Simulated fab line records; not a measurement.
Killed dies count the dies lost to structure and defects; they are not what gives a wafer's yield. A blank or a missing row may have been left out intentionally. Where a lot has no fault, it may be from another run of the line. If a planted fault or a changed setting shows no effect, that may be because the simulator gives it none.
Which of the tools did it? | flow berkeley-cmos170 | Sampling: 15 lots, 44 wafers, 4 of 331 route steps

WHAT THE GAUGES SHOWED, per wafer
UCB170_M2_RS_MEAS_02: a four-point-probe measurement. Usual: M2_AL_RS typically reads 0.0321 ohm/sq, with standard deviation 0.00034.
lot  | measured     | on            | M2_AL_RS (ohm/sq)    | flag
L672 | day 7 05:08  | film-metro-04 | 0.0322 0.0320 0.0320 |
L674 | day 7 12:26  | film-metro-02 | 0.0317 0.0320 0.0326 |
L676 | day 8 05:59  | film-metro-04 | 0.0326 0.0323 0.0329 |
L678 | day 8 19:07  | film-metro-02 | 0.0321 0.0324 0.0324 |
L679 | day 8 19:23  | film-metro-02 | 0.0323 0.0321        |
L680 | day 9 01:47  | film-metro-01 | 0.0325 0.0325 0.0320 |
L682 | day 9 09:46  | film-metro-04 | 0.0322 0.0320 0.0324 |
L687 | day 10 11:05 | film-metro-02 | 0.0320 0.0321 0.0323 |
L686 | day 10 11:13 | film-metro-01 | 0.0316 0.0318 0.0320 |
L688 | day 11 03:37 | film-metro-01 | 0.0329 0.0318 0.0323 |
L689 | day 11 04:01 | film-metro-04 | 0.0322 0.0318 0.0319 |
L692 | day 11 04:17 | film-metro-02 | 0.0317 0.0323 0.0320 |
L691 | day 11 04:25 | film-metro-04 | 0.0326 0.0324 0.0327 |
L695 | day 12 07:04 | film-metro-01 | 0.0322 0.0324 0.0324 |
L693 | day 12 07:26 | film-metro-04 | 0.0321 0.0321 0.0319 |

UCB170_M3_BOW_MEAS_20. Usual: M3_BOW typically reads 36 um, with standard deviation 7.7.
lot  | measured     | on            | M3_BOW (um) | flag
L672 | day 7 13:11  | film-metro-03 | 39 29 45    |
L674 | day 7 21:12  | film-metro-04 | 33 34 28    |
L676 | day 8 14:57  | film-metro-04 | 36 36 29    |
L678 | day 9 02:26  | film-metro-04 | 43 35 50    |
L679 | day 9 02:53  | film-metro-04 | 35 34       |
L680 | day 9 11:19  | film-metro-03 | 34 30 40    |
L682 | day 9 18:31  | film-metro-01 | 37 30 37    |
L687 | day 10 19:03 | film-metro-01 | 44 40 37    |
L686 | day 10 19:36 | film-metro-04 | 35 34 37    |
L688 | day 11 12:54 | film-metro-04 | 40 38 44    |
L689 | day 11 13:07 | film-metro-03 | 34 39 43    |
L692 | day 11 13:43 | film-metro-04 | 32 28 16    |
L691 | day 11 14:04 | film-metro-03 | 29 42 46    |
L695 | day 12 19:19 | film-metro-01 | 39 17 33    |
L693 | day 12 20:33 | film-metro-04 | 54 30 50    |

WHAT TOOL EACH LOT RAN ON (gives the tool, then ch and the chambers of the sampled wafers, and finally the start)
lot  | UCB170_M2_METAL_ETCH_18           | UCB170_M3_STRIP_07
L672 | rie-metal-03 ch 1, day 7 07:22    | plasma-asher-03 ch 0,1, day 7 11:08
L674 | rie-metal-02 ch 0, day 7 15:28    | plasma-asher-02 ch 0,1, day 7 19:17
L676 | rie-metal-03 ch 0, day 8 09:23    | plasma-asher-03 ch 0,1, day 8 13:06
L678 | rie-metal-03 ch 0,1, day 8 21:10  | plasma-asher-03 ch 1, day 9 00:38
L679 | rie-metal-02 ch 0,1, day 8 21:27  | plasma-asher-01 ch 0, day 9 01:10
L680 | rie-metal-02 ch 0,1, day 9 03:57  | plasma-asher-02 ch 1, day 9 08:44
L682 | rie-metal-02 ch 0,1, day 9 12:23  | plasma-asher-02 ch 0,1, day 9 16:18
L687 | rie-metal-04 ch 0,1, day 10 13:22 | plasma-asher-03 ch 0,1, day 10 16:59
L686 | rie-metal-03 ch 0,1, day 10 13:43 | plasma-asher-03 ch 0,1, day 10 17:34
L688 | rie-metal-03 ch 0,1, day 11 06:28 | plasma-asher-02 ch 0,1, day 11 10:31
L689 | rie-metal-04 ch 1, day 11 06:41   | plasma-asher-03 ch 0,1, day 11 10:42
L692 | rie-metal-03 ch 0,1, day 11 07:04 | plasma-asher-03 ch 0,1, day 11 11:09
L691 | rie-metal-04 ch 0,1, day 11 07:17 | plasma-asher-01 ch 0,1, day 11 11:36
L695 | rie-metal-03 ch 0,1, day 12 10:57 | plasma-asher-03 ch 0,1, day 12 16:08
L693 | rie-metal-03 ch 0,1, day 12 11:22 | plasma-asher-02 ch 0,1, day 12 17:02
- UCB170_M2_METAL_ETCH_18: etches Al in Cl2/BCl3, stops on SiO2, target depth 1170 nm, time 195 s.
- UCB170_M3_STRIP_07: strips in O2.

AS READ BY THE TOOLS THEMSELVES (means over the sampled wafers that have a number; for cases with no such wafer, the mark the record gives instead)
UCB170_M2_METAL_ETCH_18. Usual: chamber-pressure-mTorr 12.000 mTorr, standard deviation 0.0097; drypump-motor-current-A 5.2 A, standard deviation 0.36; he-backside-leak-sccm 3.35 sccm, standard deviation 0.15; oes-product-au 0.849 a.u., standard deviation 0.014; throttle-valve-pct 24.48 %, standard deviation 0.16.
lot  | tool         | chamber-pressure-mTorr (mTorr) | drypump-motor-current-A (A) | he-backside-leak-sccm (sccm) | oes-product-au (a.u.) | throttle-valve-pct (%) | flag
L672 | rie-metal-03 | 11.992                         | 4.9                         | 3.52                         | 0.844                 | 24.29                  |
L674 | rie-metal-02 | 12.010                         | 4.9                         | 3.34                         | 0.844                 | 24.48                  |
L676 | rie-metal-03 | 12.010                         | 5.8                         | 3.27                         | 0.845                 | 24.63                  |
L678 | rie-metal-03 | 12.000                         | 5.2                         | 3.40                         | 0.844                 | 24.41                  |
L679 | rie-metal-02 | 12.008                         | 5.2                         | 3.39                         | 0.837                 | 24.35                  |
L680 | rie-metal-02 | 12.006                         | 5.3                         | 3.42                         | 0.834                 | 24.31                  |
L682 | rie-metal-02 | 11.993                         | 5.1                         | 3.22                         | 0.839                 | 24.38                  |
L687 | rie-metal-04 | 12.001                         | 5.0                         | 3.31                         | 0.856                 | 24.66                  |
L686 | rie-metal-03 | 11.989                         | 5.5                         | 3.35                         | 0.853                 | 24.51                  |
L688 | rie-metal-03 | 11.997                         | 5.5                         | 3.32                         | 0.840                 | 24.50                  |
L689 | rie-metal-04 | 12.001                         | 5.4                         | 3.03                         | 0.869                 | 24.57                  |
L692 | rie-metal-03 | 12.000                         | 5.2                         | 3.49                         | 0.847                 | 24.40                  |
L691 | rie-metal-04 | 12.005                         | 5.0                         | 3.37                         | 0.855                 | 24.65                  |
L695 | rie-metal-03 | 11.997                         | 5.2                         | 3.49                         | 0.841                 | 24.41                  |
L693 | rie-metal-03 | 11.989                         | 5.5                         | 3.41                         | 0.853                 | 24.52                  |

UCB170_M3_STRIP_07. Usual: chamber-pressure-mTorr 3500 mTorr, standard deviation 3.2; drypump-motor-current-A 5.6 A, standard deviation 0.46; o2-flow-sccm 399.8 sccm, standard deviation 1.2; oes-product-au 0.734 a.u., standard deviation 0.0045; strip-time-to-endpoint-s 21.97 s, standard deviation 0.061.
lot  | tool            | chamber-pressure-mTorr (mTorr) | drypump-motor-current-A (A) | o2-flow-sccm (sccm) | oes-product-au (a.u.) | strip-time-to-endpoint-s (s) | flag
L672 | plasma-asher-03 | 3500                           | 5.4                         | 400.5               | 0.735                 | 21.92                        |
L674 | plasma-asher-02 | 3496                           | 5.3                         | 399.3               | 0.738                 | 22.01                        |
L676 | plasma-asher-03 | 3502                           | 5.6                         | 399.1               | 0.734                 | 21.96                        |
L678 | plasma-asher-03 | 3501                           | 5.3                         | 399.4               | 0.734                 | 21.93                        |
L679 | plasma-asher-01 | 3500                           | 6.1                         | 400.5               | 0.738                 | 22.04                        |
L680 | plasma-asher-02 | 3498                           | 4.8                         | 400.5               | 0.734                 | 21.95                        |
L682 | plasma-asher-02 | 3502                           | 5.3                         | 400.2               | 0.733                 | 21.98                        |
L687 | plasma-asher-03 | 3502                           | 5.4                         | 400.2               | 0.736                 | 21.92                        |
L686 | plasma-asher-03 | 3501                           | 5.6                         | 399.0               | 0.735                 | 21.95                        |
L688 | plasma-asher-02 | 3500                           | 5.3                         | 400.8               | 0.738                 | 21.92                        |
L689 | plasma-asher-03 | 3503                           | 5.5                         | 399.2               | 0.736                 | 22.05                        |
L692 | plasma-asher-03 | 3498                           | 5.6                         | 398.3               | 0.730                 | 21.96                        |
L691 | plasma-asher-01 | 3498                           | 6.0                         | 399.9               | 0.735                 | 22.01                        |
L695 | plasma-asher-03 | 3500                           | 5.5                         | 400.3               | 0.735                 | 21.93                        |
L693 | plasma-asher-02 | 3499                           | 5.7                         | 400.7               | 0.736                 | 22.00                        |

THE ANSWER, worked out from the rows above alone
Rule: take the mean of a lot's wafers that have a number; if it is more than 3 standard deviations from the usual mean, the lot is off. A lot without any number at a reading at which 4 lots or more have one is off too. Any other lot the step has rows for is counted as sound. First the gauges in route order, then the tools' own readings, where a lot's mean is used as printed above. The first step at which some lot is off is used, and at that step the reading that is off furthest; a lot without a number counts as furthest.
No lot is off on any of the readings shown, so nothing can be concluded from this.

WHAT HAD BEEN PUT IN BY THE SIMULATOR
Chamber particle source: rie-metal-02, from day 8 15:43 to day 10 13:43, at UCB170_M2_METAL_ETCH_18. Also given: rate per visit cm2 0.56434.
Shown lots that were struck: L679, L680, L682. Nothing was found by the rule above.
